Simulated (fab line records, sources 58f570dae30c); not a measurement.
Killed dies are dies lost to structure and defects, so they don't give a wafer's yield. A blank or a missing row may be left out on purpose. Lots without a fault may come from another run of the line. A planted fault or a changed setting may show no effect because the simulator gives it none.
Tool commonality check | flow berkeley_cmos170 | 14 lots, 42 wafers sampled

WHY IT WAS OPENED
At UCB170_SDANNEAL_RS_MEAS_04 the reading PLDD_RS is flagged on 2 of 14 lots. Wafers without a fault read 1031.0 ohm/sq, standard deviation 2.5.
Rule: a lot is flagged when every wafer of it that has a number lies more than 4 standard deviations from that mean, or none has a number. The other lots count as sound.

lot  | measured     | on            | PLDD_RS (ohm/sq), wafer by wafer | flag
L707 | day 7 06:58  | film_metro-04 | 1032.7 1029.6 1032.6             |
L708 | day 7 07:10  | film_metro-03 | 1028.2 1027.1 1029.5             |
L706 | day 7 07:32  | film_metro-04 | 1031.6 1032.0 1034.1             |
L711 | day 7 13:31  | film_metro-02 | 1032.0 1031.1 1033.7             |
L709 | day 7 13:48  | film_metro-04 | 968.0 966.7 967.3                | FLAGGED
L710 | day 7 14:06  | film_metro-03 | 1028.8 1030.3 1032.9             |
L712 | day 7 14:25  | film_metro-04 | 1028.8 1030.0 1033.1             |
L716 | day 9 04:53  | film_metro-04 | 970.8 968.1 968.2                | FLAGGED
L718 | day 9 12:36  | film_metro-03 | 1028.8 1030.2 1028.7             |
L720 | day 9 18:28  | film_metro-02 | 1030.9 1030.7 1032.3             |
L723 | day 10 11:16 | film_metro-02 | 1031.1 1031.4 1031.1             |
L722 | day 10 17:17 | film_metro-04 | 1027.5 1034.1 1030.7             |
L726 | day 11 11:24 | film_metro-04 | 1030.3 1026.8 1029.7             |
L727 | day 11 11:24 | film_metro-02 | 1030.7 1029.8 1032.8             |
The numbers of the flagged lots are 968.2 ohm/sq on average: -62.8 ohm/sq against the usual, or -25 standard deviations.

WHICH TOOL RAN EACH LOT
The record holds 1 process step before the reading, out of a route of 331 steps. In each cell: the tool, then ch and the chambers that the sampled wafers went through, then the start.
lot  | flag    | UCB170_PLDD_IMPLANT_08
L707 |         | implanter-03 ch 0, day 6 19:21
L708 |         | implanter-04 ch 0, day 6 19:31
L706 |         | implanter-03 ch 0, day 6 19:39
L711 |         | implanter-04 ch 0, day 7 01:01
L709 | FLAGGED | implanter-04 ch 0, day 7 01:38
L710 |         | implanter-03 ch 0, day 7 01:24
L712 |         | implanter-03 ch 0, day 7 03:17
L716 | FLAGGED | implanter-04 ch 0, day 8 15:15
L718 |         | implanter-01 ch 0, day 8 20:46
L720 |         | implanter-01 ch 0, day 9 05:32
L723 |         | implanter-03 ch 0, day 9 23:23
L722 |         | implanter-03 ch 0, day 10 04:45
L726 |         | implanter-03 ch 0, day 10 20:50
L727 |         | implanter-04 ch 0, day 10 21:05
What these steps do:
- UCB170_PLDD_IMPLANT_08
- UCB170_SDANNEAL_RS_MEAS_04: measures by four-point-probe.

FLAGGED OVER TOTAL, TOOL BY TOOL (the gauges that took the reading come last)
step                       | tool          | lots run | flagged | share of the flagged lots | sound lots run after its first flagged lot
UCB170_PLDD_IMPLANT_08     | implanter-01  | 2        | 0       | none                      | -
UCB170_PLDD_IMPLANT_08     | implanter-03  | 7        | 0       | none                      | -
UCB170_PLDD_IMPLANT_08     | implanter-04  | 5        | 2       | all                       | 1 (L727)
UCB170_SDANNEAL_RS_MEAS_04 | film_metro-02 | 4        | 0       | none                      | -
UCB170_SDANNEAL_RS_MEAS_04 | film_metro-03 | 3        | 0       | none                      | -
UCB170_SDANNEAL_RS_MEAS_04 | film_metro-04 | 7        | 2       | all                       | 3 (L712,L722,L726)

WHAT THE TABLE ALLOWS
2 rows of the table ran every flagged lot: implanter-04 at UCB170_PLDD_IMPLANT_08, film_metro-04 at UCB170_SDANNEAL_RS_MEAS_04.
- implanter-04 at UCB170_PLDD_IMPLANT_08: 2 of its 5 lots flagged. Sound lots ran on it after the first flagged one (L727), which a lasting fault on the whole tool wouldn't allow. Its own readings lie more than 4 standard deviations out on every wafer of the flagged lots: dose_ions_cm2, faraday_current_uA.
- film_metro-04 at UCB170_SDANNEAL_RS_MEAS_04: 2 of its 7 lots flagged. Sound lots ran on it after the first flagged one (L712, L722, L726), which a lasting fault on the whole tool wouldn't allow.
No row of the table ran every flagged lot and no sound lot after the first.

WHAT THE SIMULATOR HAD PUT IN
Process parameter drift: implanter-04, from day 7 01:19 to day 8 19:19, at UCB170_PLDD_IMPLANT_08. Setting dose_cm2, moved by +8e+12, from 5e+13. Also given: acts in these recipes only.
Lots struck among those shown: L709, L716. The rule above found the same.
